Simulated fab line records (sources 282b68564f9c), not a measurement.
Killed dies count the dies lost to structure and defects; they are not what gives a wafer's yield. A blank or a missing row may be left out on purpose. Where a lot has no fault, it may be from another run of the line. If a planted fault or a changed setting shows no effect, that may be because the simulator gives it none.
8D (eight disciplines) problem report, filled in by code | flow ritCmos | the parts of the form that need people (team, actions taken, sign-off) are left out

== 1. THE ISSUE ==
Mean NSD_TW at RIT_NSD_TW_MEAS_10: 3355 over 6 wafers in 2 lots; fault-free wafers: 3120, standard deviation 20. That puts it +12 standard deviations away from the usual mean.
First seen on wafer L177.1, day 5 15:28, on filmMetro-04. At this step, 42 wafers from 14 lots have a number in the record. Rule for "out" (also "out of limits"): further than 4 standard deviations from the usual mean. Any other wafer with a number is counted as sound.

== 2. WHAT IT IS; WHAT IT IS NOT ==
question                    | is                     | is not
which readings at this step | NSD_TW                 | -
which lots                  | L177, L181             | L165, L166, L167, L169, L171, L172, L175, L178, L182, L185, L187, L188
which wafers of those lots  | all that have a number | -
read on which gauges        | filmMetro-04           | filmMetro-02, filmMetro-03
when                        | from day 5 15:28       | up to then (21 sound wafers); but 15 sound wafers of L178, L182, L185, L187, L188 came after

== 3. WHAT RULES OUT EACH SUSPECT ==
Counting: a tool at any process step up to the reading remains a suspect when it ran all the lots that are out and ran no sound lot after the first of those.
- the gauge at RIT_NSD_TW_MEAS_10: ruled out. All the wafers that are out were read on filmMetro-04, but those of them that RIT_NSD_IMPLANT_08 has rows for are out there too, on other tools.
- implanter-02 at RIT_NSD_IMPLANT_08: kept. It ran every lot that is out, first L177 (day 5 15:09), and no sound lot after that; its last sound lot up to then is L175 (day 5 08:25). Its own readings are out on those wafers: beamOnS, faradayCurrentUA.
After counting, what remains is implanter-02 at RIT_NSD_IMPLANT_08.

== 4. THE CAUSE (what the simulator had put in) ==
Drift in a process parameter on implanter-02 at RIT_NSD_IMPLANT_08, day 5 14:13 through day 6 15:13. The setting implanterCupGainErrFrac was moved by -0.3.
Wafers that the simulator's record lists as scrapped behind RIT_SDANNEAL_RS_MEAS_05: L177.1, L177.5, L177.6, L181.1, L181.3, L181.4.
Counting left only this tool.

== 5. SEQUENCE OF EFFECTS, ordered by route ==
Each row: a reading whose mean over the struck wafers that have a number lies more than 3 standard deviations from the usual. Readings are gone through only where the record gives a usual standard deviation; hours: the median, over the lots, of the time from a lot's start at the first step in this table giving one to that lot's start at this step; sigmas: the change measured in usual standard deviations.
hours | step                    | reading          | usual        | on struck wafers | change | sigmas
0     | RIT_NSD_IMPLANT_08      | beamOnS          | 10.00 s      | 14.19            | +4.19  | +25
0     | RIT_NSD_IMPLANT_08      | faradayCurrentUA | 3133         | 2208             | -925   | -17
0     | RIT_NSD_TW_MEAS_10      | NSD_TW           | 3120         | 3355             | +235   | +12
9     | RIT_SDANNEAL_RS_MEAS_05 | NSD_RS           | 84.60 ohm/sq | 64.50            | -20.09 | -69
It contains these process steps:
- RIT_NSD_IMPLANT_08

== 6. WHAT WOULD HAVE CAUGHT IT SOONER ==
In this record the first reading out of limits at a measuring or inspecting step was taken at day 5 15:28, 1 hour after the fault began at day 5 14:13.
The tool's own readings at RIT_NSD_IMPLANT_08 were out on every struck wafer that the step has a row for (beamOnS, faradayCurrentUA): an alarm limit on them would have fired on the first of those.
Among the 2 lots that are out, L181 began RIT_NSD_IMPLANT_08 on implanter-02 after day 5 15:28. A hold on the tool at that time would have spared it.
